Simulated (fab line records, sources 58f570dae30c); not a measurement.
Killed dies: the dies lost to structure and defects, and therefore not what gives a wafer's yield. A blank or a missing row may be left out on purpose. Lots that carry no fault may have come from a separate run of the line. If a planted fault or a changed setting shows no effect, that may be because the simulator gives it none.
Split-lot study    flow berkeley_cmos170    route with 331 steps; 5 lots, 23 wafers read

THE SPLIT ITSELF
At UCB170_ZERO_COAT_01 (resist thk 900 nm), the setting spin_rpm was moved away from the recipe's 1500 rpm on 11 of the 23 wafers read, by -7.5% to +6.3%. For the rest of the wafers, this setting stayed at what the recipe calls for.

Reading taken at the split's own step.

THE READING
KrF_of_ZERO_COAT_01.thk_nm (the simulator's own value, which no gauge read), in nm, at UCB170_ZERO_COAT_01 (resist thk 900 nm). No usual value for it is given in the file. Here, 12 wafers ran the recipe; their average is 899.6 nm with a standard deviation of 3.6 nm.

wafer   tool, chamber at the split  spin_rpm as run, rpm  against the recipe  KrF_of_ZERO_COAT_01.thk_nm, nm  against lot-mates on the recipe
L074.1  litho_track-01, 0           1388                  -7.5%               931.7                           +36.3
L074.2  litho_track-01, 0           1500                  recipe              895.8                           -
L074.3  litho_track-01, 0           1388                  -7.5%               934.7                           +39.3
L074.4  litho_track-01, 0           1500                  recipe              894.9                           -
L074.5  litho_track-01, 0           1500                  recipe              895.4                           -
L076.1  litho_track-04, 0           1500                  recipe              898.6                           -
L076.2  litho_track-04, 0           1500                  recipe              897.8                           -
L076.6  litho_track-04, 0           1500                  recipe              895.9                           -
L080.1  litho_track-01, 0           1500                  recipe              900.9                           -
L080.2  litho_track-01, 0           1430                  -4.7%               921.9                           +20.7
L080.4  litho_track-01, 0           1500                  recipe              901.5                           -
L080.5  litho_track-01, 0           1430                  -4.7%               923                             +21.8
L080.6  litho_track-01, 0           1430                  -4.7%               922                             +20.8
L082.2  litho_track-04, 0           1594                  +6.3%               872.4                           -29.6
L082.3  litho_track-04, 0           1594                  +6.3%               874.8                           -27.2
L082.4  litho_track-04, 0           1500                  recipe              901.8                           -
L082.5  litho_track-04, 0           1594                  +6.3%               869.9                           -32.1
L082.6  litho_track-04, 0           1500                  recipe              902.1                           -
L085.1  litho_track-01, 0           1570                  +4.7%               883.2                           -22.1
L085.2  litho_track-01, 0           1570                  +4.7%               887.9                           -17.4
L085.4  litho_track-01, 0           1500                  recipe              904.8                           -
L085.5  litho_track-01, 0           1570                  +4.7%               883.1                           -22.2
L085.6  litho_track-01, 0           1500                  recipe              905.8                           -

FIT RESULTS
A straight line over all 23 wafers: KrF_of_ZERO_COAT_01.thk_nm changes by -4.29 nm for each +1% of spin_rpm; r = -0.98; the points scatter about the line by 3.5 nm.
The same after taking each lot's own level away (the mean of its wafers on the recipe; 23 wafers): -4.74 nm for each +1%; r = -1.00; scatter 1.7 nm.
That fit puts the effect of the largest move of spin_rpm on the reading at 35 nm.
Measured against the standard deviation above, the lots' own levels, which go from 895.37 to 905.30 nm, span 2.8 times it.
So the lot-to-lot level changes the slope little: the two slopes agree.
Check: for one of the wafers moved furthest among these (-7.5%), held out of the fit, the line's prediction against its lot-mates is +35.5 nm. Against them it came out at +36.3 nm.

OTHER SPLITS ON THESE WAFERS
These wafers also went through other splits before the reading. Each is held against what the fit with the lots' levels taken away leaves over:
other split on the same wafers    wafers away from the commonest value  r with KrF_of_ZERO_COAT_01.thk_nm (lot level and that fit taken away)
UCB170_START_OXIDATION_02 temp_c  15                                    +0.23

THE WHOLE CHAIN: every reading that the file lists as answering this split, in the file's order
step                  what it does       reading                                                                      change (the file's fit)               r (the file's)
UCB170_ZERO_COAT_01   resist thk 900 nm  KrF_of_ZERO_COAT_01.thk_nm (the simulator's own value, which no gauge read)  -4.78 nm for each +1% of the setting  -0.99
UCB170_ZERO_STRIP_07  strips in O2       strip_time_to_endpoint_s                                                     withheld for each +1% of the setting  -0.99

THE FILE'S OWN FIT
KrF_of_ZERO_COAT_01.thk_nm changes by -4.78 nm for each +1% of spin_rpm, r = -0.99.
